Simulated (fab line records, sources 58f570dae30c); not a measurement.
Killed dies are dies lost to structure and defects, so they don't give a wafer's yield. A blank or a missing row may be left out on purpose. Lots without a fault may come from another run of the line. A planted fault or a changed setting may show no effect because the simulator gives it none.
Tool commonality check | flow berkeley_cmos170 | 15 lots, 45 wafers sampled

WHY IT WAS OPENED
At UCB170_PLDD_CD_MEAS_06 the reading cd_nm is flagged on 3 of 15 lots. Wafers without a fault read 1199.7 nm, standard deviation 1.3.
Rule: a lot is flagged when every wafer of it that has a number lies more than 4 standard deviations from that mean, or none has a number. The other lots count as sound.

lot  | measured     | on        | cd_nm (nm), wafer by wafer | flag
L844 | day 6 09:20  | cd_sem-01 | 1198.9 1201.6 1201.2       |
L843 | day 6 09:28  | cd_sem-01 | 1199.1 1201.4 1199.9       |
L845 | day 6 09:39  | cd_sem-01 | 1197.9 1199.1 1198.9       |
L848 | day 7 07:10  | cd_sem-02 | 1197.2 1197.5 1197.5       |
L847 | day 7 12:57  | cd_sem-01 | 1197.3 1197.9 1199.2       |
L850 | day 7 22:44  | cd_sem-02 | 1199.3 1198.5 1198.3       |
L851 | day 7 23:07  | cd_sem-01 | 1197.9 1200.0 1199.1       |
L853 | day 8 13:33  | cd_sem-01 | 1201.2 1199.6 1201.3       |
L855 | day 8 21:46  | cd_sem-02 | 1200.8 1200.9 1201.1       |
L856 | day 9 12:44  | cd_sem-01 | 1200.0 1199.9 1201.0       |
L859 | day 9 17:20  | cd_sem-01 | 1217.7 1218.4 1217.5       | FLAGGED
L860 | day 9 17:40  | cd_sem-01 | 1219.8 1218.4 1218.0       | FLAGGED
L861 | day 10 07:14 | cd_sem-01 | 1198.9 1199.7 1199.2       |
L862 | day 10 07:24 | cd_sem-01 | 1214.3 1213.3 1214.1       | FLAGGED
L864 | day 10 16:50 | cd_sem-01 | 1199.6 1200.6 1199.5       |
The numbers of the flagged lots are 1216.8 nm on average: +17.1 nm against the usual, or +13 standard deviations.

WHICH TOOL RAN EACH LOT
The record holds 1 process step before the reading, out of a route of 331 steps. In each cell: the tool, then ch and the chambers that the sampled wafers went through, then the start.
lot  | flag    | UCB170_PLDD_EXPOSE_03
L844 |         | krf_scanner-02 ch 0, day 6 08:56
L843 |         | krf_scanner-02 ch 0, day 6 09:04
L845 |         | krf_scanner-02 ch 0, day 6 09:13
L848 |         | krf_scanner-02 ch 0, day 7 06:46
L847 |         | krf_scanner-01 ch 0, day 7 12:19
L850 |         | krf_scanner-01 ch 0, day 7 22:06
L851 |         | krf_scanner-02 ch 0, day 7 22:44
L853 |         | krf_scanner-01 ch 0, day 8 12:53
L855 |         | krf_scanner-02 ch 0, day 8 21:22
L856 |         | krf_scanner-02 ch 0, day 9 12:06
L859 | FLAGGED | krf_scanner-02 ch 0, day 9 16:30
L860 | FLAGGED | krf_scanner-02 ch 0, day 9 16:54
L861 |         | krf_scanner-01 ch 0, day 10 06:31
L862 | FLAGGED | krf_scanner-02 ch 0, day 10 06:47
L864 |         | krf_scanner-01 ch 0, day 10 16:27
What these steps do:
- UCB170_PLDD_EXPOSE_03: exposes mask PSELECT, target cd 1200 nm.
- UCB170_PLDD_CD_MEAS_06: target cd 1200 nm.

FLAGGED OVER TOTAL, TOOL BY TOOL (the gauges that took the reading come last)
step                   | tool           | lots run | flagged | share of the flagged lots | sound lots run after its first flagged lot
UCB170_PLDD_EXPOSE_03  | krf_scanner-01 | 5        | 0       | none                      | -
UCB170_PLDD_EXPOSE_03  | krf_scanner-02 | 10       | 3       | all                       | 0
UCB170_PLDD_CD_MEAS_06 | cd_sem-01      | 12       | 3       | all                       | 2 (L861,L864)
UCB170_PLDD_CD_MEAS_06 | cd_sem-02      | 3        | 0       | none                      | -

WHAT THE TABLE ALLOWS
2 rows of the table ran every flagged lot: krf_scanner-02 at UCB170_PLDD_EXPOSE_03, cd_sem-01 at UCB170_PLDD_CD_MEAS_06.
- krf_scanner-02 at UCB170_PLDD_EXPOSE_03: 3 of its 10 lots flagged. Its last sound lot is L856 (day 9 12:06), its first flagged lot L859 (day 9 16:30): a fault that began between those two fits. Its own readings lie more than 4 standard deviations out on every wafer of the flagged lots: exposure_dose_mJ_cm2.
- cd_sem-01 at UCB170_PLDD_CD_MEAS_06: 3 of its 12 lots flagged. Sound lots ran on it after the first flagged one (L861, L864), which a lasting fault on the whole tool wouldn't allow.
One tool is left: krf_scanner-02 at UCB170_PLDD_EXPOSE_03.

WHAT THE SIMULATOR HAD PUT IN
Process parameter drift: krf_scanner-02, from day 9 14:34 on, at UCB170_PLDD_EXPOSE_03. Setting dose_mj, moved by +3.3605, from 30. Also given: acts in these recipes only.
Lots struck among those shown: L859, L860, L862. The rule above found the same.
